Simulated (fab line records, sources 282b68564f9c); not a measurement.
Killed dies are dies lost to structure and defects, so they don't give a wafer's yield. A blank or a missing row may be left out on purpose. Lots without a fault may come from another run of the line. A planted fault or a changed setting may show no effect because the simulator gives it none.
Which tool did it? | flow rit_cmos | 14 lots, 42 wafers sampled, at 1 step of a route of 202

WHAT THE GAUGES READ, wafer by wafer
The record holds no reading of a measuring or inspecting step that can be judged against a usual standard deviation.

WHICH TOOL RAN EACH LOT (tool, then ch and the chambers of the sampled wafers, then the start)
lot  | RIT_FOX2_WET_ETCH_03
L238 | wet_bench-03 ch 2, day 2 00:38
L239 | wet_bench-03 ch 0, day 2 05:05
L240 | wet_bench-04 ch 2, day 2 10:08
L241 | wet_bench-04 ch 0, day 2 13:55
L242 | wet_bench-03 ch 2, day 2 17:47
L243 | wet_bench-04 ch 2, day 2 23:06
L244 | wet_bench-04 ch 2, day 3 02:58
L245 | wet_bench-02 ch 1, day 3 07:43
L255 | wet_bench-02 ch 1, day 5 14:00
L256 | wet_bench-02 ch 2, day 5 16:19
L257 | wet_bench-04 ch 1, day 6 00:34
L258 | wet_bench-04 ch 0, day 6 01:53
L260 | wet_bench-04 ch 3, day 6 11:34
L261 | wet_bench-03 ch 3, day 6 16:30
- RIT_FOX2_WET_ETCH_03: etches Si3N4 in H3PO4, target depth 195 nm, time 2700 s.

WHAT THE TOOLS THEMSELVES READ (means of the sampled wafers that have a number; where no wafer has one, the mark that the record gives instead)
RIT_FOX2_WET_ETCH_03. Usual: run_length_s 2729 s, standard deviation 3.8.
lot  | tool         | run_length_s (s) | flag
L238 | wet_bench-03 | 2725             |
L239 | wet_bench-03 | 2728             |
L240 | wet_bench-04 | 2735             |
L241 | wet_bench-04 | 2733             |
L242 | wet_bench-03 | 2723             |
L243 | wet_bench-04 | 2735             |
L244 | wet_bench-04 | 2727             |
L245 | wet_bench-02 | 2734             |
L255 | wet_bench-02 | 2819             | OFF
L256 | wet_bench-02 | 2816             | OFF
L257 | wet_bench-04 | 2731             |
L258 | wet_bench-04 | 2732             |
L260 | wet_bench-04 | 2733             |
L261 | wet_bench-03 | 2727             |

THE ANSWER, worked out from the rows above alone
Rule: a lot is off if the mean of its wafers that have a number lies more than 3 standard deviations from the usual mean. A lot without any number at a reading at which 4 lots or more have one is off too. The other lots that the step has rows for count as sound. The gauges are gone through in route order, then the tools' own readings, and for those a lot's mean is taken as printed above. The first step at which some lot is off is used, and at that step the reading that is off furthest; a lot without a number counts as furthest.
Off: L255, L256, at RIT_FOX2_WET_ETCH_03 (run_length_s).
A tool fits if, at that step or a process step before it, it ran every lot that is off, and no sound lot after the first of them. One fits: wet_bench-02 at RIT_FOX2_WET_ETCH_03. Its last sound lot is L245 (day 3 07:43), its first lot that is off L255 (day 5 14:00): a fault that began between those two fits.
The tool's own readings at RIT_FOX2_WET_ETCH_03 bear it out: on the lots that are off they differ by more than 5 times the standard deviation of the sound lots' means. run_length_s reads 2818 s there against 2730 s on the sound lots.

WHAT THE SIMULATOR HAD PUT IN
Process parameter drift: wet_bench-02, from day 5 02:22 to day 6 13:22, at RIT_FOX2_WET_ETCH_03. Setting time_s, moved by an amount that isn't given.
Lots struck among those shown: L255, L256. The rule above found the same.
